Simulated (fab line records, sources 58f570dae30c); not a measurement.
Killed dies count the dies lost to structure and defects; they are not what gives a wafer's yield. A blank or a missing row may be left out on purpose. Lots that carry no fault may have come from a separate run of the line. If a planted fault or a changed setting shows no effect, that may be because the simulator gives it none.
Which of the tools did it? | flow berkeleyCmos170 | at 1 step of a route of 331, 7 lots with 21 wafers sampled

## WHAT THE GAUGES READ, wafer by wafer
UCB170_NWELL_THK_MEAS_05.
lot  | measured    | on           | NWELL_NITRIDE_THK (nm)
L836 | day 2 20:58 | filmMetro-03 | 224.2 226.2 224.1
L839 | day 3 11:06 | filmMetro-01 | 221.1 220.4 220.8
L840 | day 3 19:37 | filmMetro-04 | 227.4 224.1 223.1
L848 | day 5 08:49 | filmMetro-04 | 227.9 223.7 225.3
L851 | day 5 23:07 | filmMetro-01 | 220.7 221.7 219.9
L853 | day 6 07:37 | filmMetro-03 | 222.3 220.4 221.6
L856 | day 6 20:33 | filmMetro-03 | 221.7 220.8 221.4

## WHICH TOOL RAN EACH LOT (tool, then ch and the chambers of the sampled wafers, then the start)
The record shows no process step preceding these readings.

## THE ANSWER, worked out from the rows above alone
Rule: the usual values come from the lots themselves. Put in order of their means at a reading, lots are off if they are a third of the lots or fewer, leave a main group of 4 or more, and stand apart from it by a gap of 3 or more times the standard deviation of the main group's means; of several such gaps the widest counts. If all means in a main group match to the digits the tables above print for the reading, that group is not used. Also off: a lot with no number at a reading for which 4 or more lots have one. Where the step has rows for the other lots, those lots are counted as sound.
Across all readings shown, no lot is off: no conclusion can be drawn from this.

## WHAT HAD BEEN PUT IN BY THE SIMULATOR
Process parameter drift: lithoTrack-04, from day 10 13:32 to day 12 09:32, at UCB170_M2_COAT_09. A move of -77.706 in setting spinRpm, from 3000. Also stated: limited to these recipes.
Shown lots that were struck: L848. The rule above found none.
